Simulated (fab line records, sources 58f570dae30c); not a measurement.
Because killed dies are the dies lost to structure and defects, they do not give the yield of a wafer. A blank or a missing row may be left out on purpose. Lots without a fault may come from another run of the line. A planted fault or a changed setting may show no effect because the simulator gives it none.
What tool caused it? ; flow berkeley_cmos170 ; 14 lots, 42 wafers sampled, at 2 steps of a route of 331

## WHAT THE GAUGES READ, wafer by wafer
UCB170_SPACER_THK_MEAS_01. Usual: SPACER_TEOS_THK typically reads 376 nm, with standard deviation 5.6.
lot;measured;on;SPACER_TEOS_THK (nm);flag
L285;day 6 05:23;film_metro-01;377 383 388;
L287;day 6 19:17;film_metro-04;368 376 375;
L288;day 6 19:39;film_metro-01;382 386 388;
L289;day 7 10:09;film_metro-01;369 372 371;
L291;day 8 00:22;film_metro-04;368 380 379;
L292;day 8 02:00;film_metro-04;366 367 368;
L294;day 8 01:49;film_metro-02;374 375 382;
L293;day 8 02:10;film_metro-01;371 370 371;
L295;day 8 09:22;film_metro-02;372 379 382;
L304;day 10 00:15;film_metro-01;373 373 380;
L307;day 10 16:40;film_metro-01;382 384 386;
L308;day 10 21:59;film_metro-04;375 373 382;

## WHICH TOOL RAN EACH LOT (tool, then ch and the chambers of the sampled wafers, then the start)
lot;UCB170_ACTIVE_OXIDATION_02
L285;furnace-02 ch 0, day 3 20:58
L287;furnace-02 ch 0, day 4 09:26
L288;furnace-02 ch 0, day 4 09:26
L289;furnace-02 ch 0, day 5 00:40
L291;furnace-03 ch 0, day 5 10:54
L292;furnace-03 ch 0, day 5 10:54
L294;furnace-03 ch 0, day 5 10:54
L293;furnace-04 ch 0, day 5 16:12
L295;furnace-03 ch 0, day 5 21:51
L298;furnace-02, day 6 16:43
L299;furnace-03, day 7 03:27
L304;furnace-04 ch 0, day 7 16:06
L307;furnace-04 ch 0, day 8 03:09
L308;furnace-03 ch 0, day 8 11:53
- UCB170_ACTIVE_OXIDATION_02: target thk 26.4 nm, ox time 1260 s.

## AS READ BY THE TOOLS THEMSELVES (means over the sampled wafers that have a number; for cases with no such wafer, the mark the record gives instead)
UCB170_ACTIVE_OXIDATION_02. Usual: ox_temp_c 999.9 C, standard deviation 0.47; ox_temp_c_max 1005.4, standard deviation 1.6; tube_center_temp_C_max 1002.5, standard deviation 0.39; zone_power_load_pct 31.6 %, standard deviation 2.3; zone_power_source_pct 30.8 %, standard deviation 3.
lot;tool;ox_temp_c (C);ox_temp_c_max;tube_center_temp_C_max;zone_power_load_pct (%);zone_power_source_pct (%);flag
L285;furnace-02;999.9;1002.6;1002.4;28.0;28.4;
L287;furnace-02;999.8;1002.6;1002.4;28.3;28.8;
L288;furnace-02;1000.0;1003.1;1002.6;28.0;28.9;
L289;furnace-02;1000.5;1003.7;1002.5;27.9;28.6;
L291;furnace-03;999.8;1005.6;1002.3;31.4;28.8;
L292;furnace-03;999.5;1005.4;1002.3;31.9;29.1;
L294;furnace-03;999.8;1005.5;1002.4;31.8;28.8;
L293;furnace-04;999.8;1005.4;1002.6;34.3;36.1;
L295;furnace-03;1000.5;1007.2;1002.1;31.5;28.8;
L298;furnace-02;-;-;-;-;-;OFF
L299;furnace-03;-;-;-;-;-;OFF
L304;furnace-04;999.7;1006.3;1002.6;34.4;35.5;
L307;furnace-04;1000.3;1006.4;1002.5;34.5;35.2;
L308;furnace-03;1000.5;1007.2;1002.7;31.8;29.2;

## THE ANSWER, worked out from the rows above alone
Rule: a lot is off if the mean of its wafers that have a number lies more than 3 standard deviations from the usual mean. Also off: a lot with no number at a reading for which 4 or more lots have one. The other lots that the step has rows for count as sound. Order of review: gauges by route order, followed by the tools' own readings, for which a lot's mean as printed above is used. At the first step where some lot is off, the reading lying furthest off is the one used; lots without a number count as furthest.
Off: L298, L299, at UCB170_ACTIVE_OXIDATION_02 (ox_temp_c). Without a number there: L298, L299.
If a tool, at that step or one of the process steps before it, ran each lot that is off and ran no sound lot following the first of them, it fits. None of those tried fits.

## WHAT HAD BEEN PUT IN BY THE SIMULATOR
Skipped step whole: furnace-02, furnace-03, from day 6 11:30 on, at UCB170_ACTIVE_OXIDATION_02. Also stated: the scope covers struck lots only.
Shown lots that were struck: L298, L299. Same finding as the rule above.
